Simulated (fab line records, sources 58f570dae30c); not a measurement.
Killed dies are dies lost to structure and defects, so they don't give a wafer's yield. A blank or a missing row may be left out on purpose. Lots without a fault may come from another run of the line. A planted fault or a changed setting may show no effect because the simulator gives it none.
Which tool did it? | flow berkeley_cmos170 | 14 lots, 42 wafers sampled, at 6 steps of a route of 331

WHAT THE GAUGES READ, wafer by wafer
UCB170_SILICIDE_RS_MEAS_02: measures by four-point-probe.
lot  | measured     | on            | SILICIDE_TI_RS (ohm/sq)
L645 | day 8 07:15  | film_metro-04 | 26.8 26.6 26.4
L644 | day 8 07:55  | film_metro-04 | 26.5 26.2 26.1
L646 | day 8 19:41  | film_metro-04 | 25.4 25.8 25.9
L648 | day 8 20:32  | film_metro-04 | 26.7 26.3 26.7
L649 | day 9 09:46  | film_metro-03 | 26.0 25.9 26.3
L653 | day 9 20:23  | film_metro-04 | 25.7 26.5 26.0
L652 | day 9 20:53  | film_metro-01 | 26.3 26.2 26.1
L654 | day 10 12:41 | film_metro-03 | 26.0 26.2 26.1
L659 | day 11 04:09 | film_metro-04 | 26.2 26.4 25.8
L658 | day 11 04:22 | film_metro-01 | 26.2 26.1 25.9
L661 | day 11 16:26 | film_metro-03 | 26.5 26.2 26.3
L662 | day 11 17:13 | film_metro-01 | 26.3 26.0 25.9
L663 | day 11 17:13 | film_metro-04 | 26.1 26.2 26.2
L665 | day 12 09:14 | film_metro-01 | 26.4 26.2 26.3

UCB170_M1_OVL_MEAS_10.
lot  | measured     | on         | M1_OVL (nm)
L645 | day 8 13:32  | overlay-02 | 1 2 5
L644 | day 8 14:16  | overlay-02 | -11 0 -4
L646 | day 9 02:20  | overlay-01 | -7 -5 0
L648 | day 9 05:58  | overlay-02 | 2 -3 5
L649 | day 9 16:34  | overlay-02 | 6 -3 -6
L653 | day 10 03:17 | overlay-02 | 6 -5 -1
L652 | day 10 04:12 | overlay-01 | -4 4 0
L654 | day 10 20:59 | overlay-01 | 3 3 -2
L659 | day 11 13:19 | overlay-02 | -3 -2 -4
L658 | day 11 14:19 | overlay-01 | -5 0 1
L661 | day 11 23:37 | overlay-02 | -2 7 1
L662 | day 12 01:16 | overlay-02 | -4 1 7
L663 | day 12 00:52 | overlay-01 | 8 3 0
L665 | day 12 16:43 | overlay-02 | -4 -4 0

UCB170_V1_THK_MEAS_01.
lot  | measured     | on            | V1_TEOS_THK (nm)
L645 | day 8 15:28  | film_metro-02 | 1999 2008 2045
L644 | day 8 16:49  | film_metro-02 | 1993 2042 2030
L646 | day 9 04:16  | film_metro-04 | 1983 1975 2001
L648 | day 9 07:57  | film_metro-01 | 2008 2062 2033
L649 | day 9 18:29  | film_metro-01 | 1976 2034 2031
L653 | day 10 05:12 | film_metro-01 | 1958 2047 2048
L652 | day 10 06:33 | film_metro-01 | 2006 1993 2021
L654 | day 10 22:55 | film_metro-02 | 1964 2014 1977
L659 | day 11 16:23 | film_metro-02 | 2028 2011 2053
L658 | day 11 16:24 | film_metro-04 | 1784 1760 1792
L661 | day 12 01:32 | film_metro-04 | 1774 1820 1822
L662 | day 12 04:11 | film_metro-01 | 1807 1830 1847
L663 | day 12 02:51 | film_metro-02 | 1999 2023 2029
L665 | day 12 18:38 | film_metro-02 | 1926 2000 1979

UCB170_V1_THK_MEAS_04.
lot  | measured     | on            | V1_POLISHED_THK (nm)
L645 | day 8 15:56  | film_metro-04 | 997.3 997.7 999.4
L644 | day 8 17:17  | film_metro-04 | 1000.0 1000.5 998.8
L646 | day 9 04:44  | film_metro-01 | 1002.3 1002.1 1001.4
L648 | day 9 08:26  | film_metro-04 | 999.7 999.8 1000.4
L649 | day 9 18:58  | film_metro-01 | 999.8 1000.5 998.6
L653 | day 10 05:41 | film_metro-04 | 1000.6 1001.1 997.7
L652 | day 10 07:02 | film_metro-04 | 1000.8 998.7 1000.9
L654 | day 10 23:24 | film_metro-04 | 1001.0 1000.2 999.3
L659 | day 11 16:52 | film_metro-04 | 1001.2 1000.1 1000.3
L658 | day 11 16:53 | film_metro-01 | 793.6 795.7 795.8
L661 | day 12 02:01 | film_metro-04 | 795.5 794.8 797.5
L662 | day 12 04:40 | film_metro-04 | 792.9 794.0 793.7
L663 | day 12 03:20 | film_metro-02 | 1000.2 1000.8 999.8
L665 | day 12 19:07 | film_metro-04 | 999.5 1000.6 1000.5

WHICH TOOL RAN EACH LOT (tool, then ch and the chambers of the sampled wafers, then the start)
lot  | UCB170_CONTACT_STRIP_06              | UCB170_V1_CVD_00
L645 | plasma_asher-04 ch 1, day 8 10:01    | pecvd-04 ch 0,1, day 8 15:19
L644 | plasma_asher-02 ch 0,1, day 8 10:38  | pecvd-01 ch 0,2, day 8 16:38
L646 | plasma_asher-04 ch 0,1, day 8 22:26  | pecvd-03 ch 0,1,2, day 9 04:06
L648 | plasma_asher-01 ch 0,1, day 9 01:09  | pecvd-04 ch 1,2, day 9 07:46
L649 | plasma_asher-01 ch 1, day 9 12:30    | pecvd-04 ch 0,2, day 9 18:20
L653 | plasma_asher-02 ch 0,1, day 9 23:16  | pecvd-01 ch 1,2, day 10 05:03
L652 | plasma_asher-01 ch 0,1, day 10 00:46 | pecvd-04 ch 0,1, day 10 06:23
L654 | plasma_asher-01 ch 0,1, day 10 15:46 | pecvd-03 ch 0,1, day 10 22:46
L659 | plasma_asher-01 ch 0,1, day 11 07:16 | pecvd-01 ch 0,1,2, day 11 16:14
L658 | plasma_asher-01 ch 0,1, day 11 08:13 | pecvd-04 ch 1,2, day 11 16:14
L661 | plasma_asher-02 ch 0,1, day 11 19:59 | pecvd-04 ch 0,1, day 12 01:22
L662 | plasma_asher-02 ch 0,1, day 11 21:31 | pecvd-04 ch 0,1,2, day 12 04:01
L663 | plasma_asher-04 ch 0, day 11 21:25   | pecvd-01 ch 0,1, day 12 02:41
L665 | plasma_asher-02 ch 0,1, day 12 12:10 | pecvd-03 ch 0,1, day 12 18:28
- UCB170_CONTACT_STRIP_06: strips in O2.
- UCB170_V1_CVD_00: deposits SiO2 from TEOS/O2, target thk 2000 nm, time 250 s.

WHAT THE TOOLS THEMSELVES READ (means of the sampled wafers that have a number; where no wafer has one, the mark that the record gives instead)
UCB170_CONTACT_STRIP_06.
lot  | tool            | chamber_pressure_mTorr (mTorr) | drypump_motor_current_A (A) | oes_product_au (a.u.) | strip_time_to_endpoint_s (s)
L645 | plasma_asher-04 | 3501                           | 5.74                        | 0.732                 | 22.00
L644 | plasma_asher-02 | 3501                           | 6.23                        | 0.729                 | 21.94
L646 | plasma_asher-04 | 3501                           | 5.77                        | 0.734                 | 21.99
L648 | plasma_asher-01 | 3503                           | 6.03                        | 0.736                 | 21.85
L649 | plasma_asher-01 | 3515                           | 5.64                        | 0.732                 | 21.94
L653 | plasma_asher-02 | 3501                           | 6.20                        | 0.731                 | 21.96
L652 | plasma_asher-01 | 3500                           | 5.84                        | 0.735                 | 22.02
L654 | plasma_asher-01 | 3501                           | 5.84                        | 0.734                 | 22.10
L659 | plasma_asher-01 | 3499                           | 6.04                        | 0.731                 | 21.97
L658 | plasma_asher-01 | 3498                           | 6.04                        | 0.740                 | 21.99
L661 | plasma_asher-02 | 3500                           | 6.14                        | 0.732                 | 21.93
L662 | plasma_asher-02 | 3499                           | 6.21                        | 0.735                 | 21.98
L663 | plasma_asher-04 | 3499                           | 5.83                        | 0.732                 | 21.99
L665 | plasma_asher-02 | 3498                           | 6.16                        | 0.733                 | 22.04

UCB170_V1_CVD_00.
lot  | tool     | heater_power_w (W) | rf_fwd_power_W (W)
L645 | pecvd-04 | 265                | 548.2
L644 | pecvd-01 | 249                | 548.8
L646 | pecvd-03 | 279                | 549.2
L648 | pecvd-04 | 265                | 549.1
L649 | pecvd-04 | 295                | 547.9
L653 | pecvd-01 | 274                | 545.2
L652 | pecvd-04 | 200                | 549.4
L654 | pecvd-03 | 312                | 550.2
L659 | pecvd-01 | 263                | 549.1
L658 | pecvd-04 | 246                | 547.6
L661 | pecvd-04 | 182                | 547.5
L662 | pecvd-04 | 244                | 546.9
L663 | pecvd-01 | 238                | 547.6
L665 | pecvd-03 | 323                | 547.3

THE ANSWER, worked out from the rows above alone
Rule: what is usual is taken from the lots themselves. Put in order of their means at a reading, lots are off if they are a third of the lots or fewer, leave a main group of 4 or more, and stand apart from it by a gap of 3 or more times the standard deviation of the main group's means; of several such gaps the widest counts. A main group whose means are all the same, to the digits that the tables above print for the reading, isn't used. A lot without any number at a reading at which 4 lots or more have one is off too. The other lots that the step has rows for count as sound. The gauges are gone through in route order, then the tools' own readings, and for those a lot's mean is taken as printed above. The first step at which some lot is off is used, and at that step the reading that is off furthest; a lot without a number counts as furthest.
Off: L658, L661, L662, at UCB170_V1_THK_MEAS_01 (V1_TEOS_THK). The main group: mean 2009 nm, standard deviation 20.
A tool fits if, at a process step before that reading, it ran every lot that is off, and no sound lot after the first of them. The gauges at UCB170_V1_THK_MEAS_01 are tried like those tools. One fits: pecvd-04 at UCB170_V1_CVD_00. Its last sound lot is L652 (day 10 06:23), its first lot that is off L658 (day 11 16:14): a fault that began between those two fits.

WHAT THE SIMULATOR HAD PUT IN
Site profile drift: pecvd-04, from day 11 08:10 on, at UCB170_V1_CVD_00. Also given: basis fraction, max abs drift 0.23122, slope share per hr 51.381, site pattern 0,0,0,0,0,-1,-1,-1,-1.
Lots struck among those shown: L658, L661, L662. The rule above found the same.
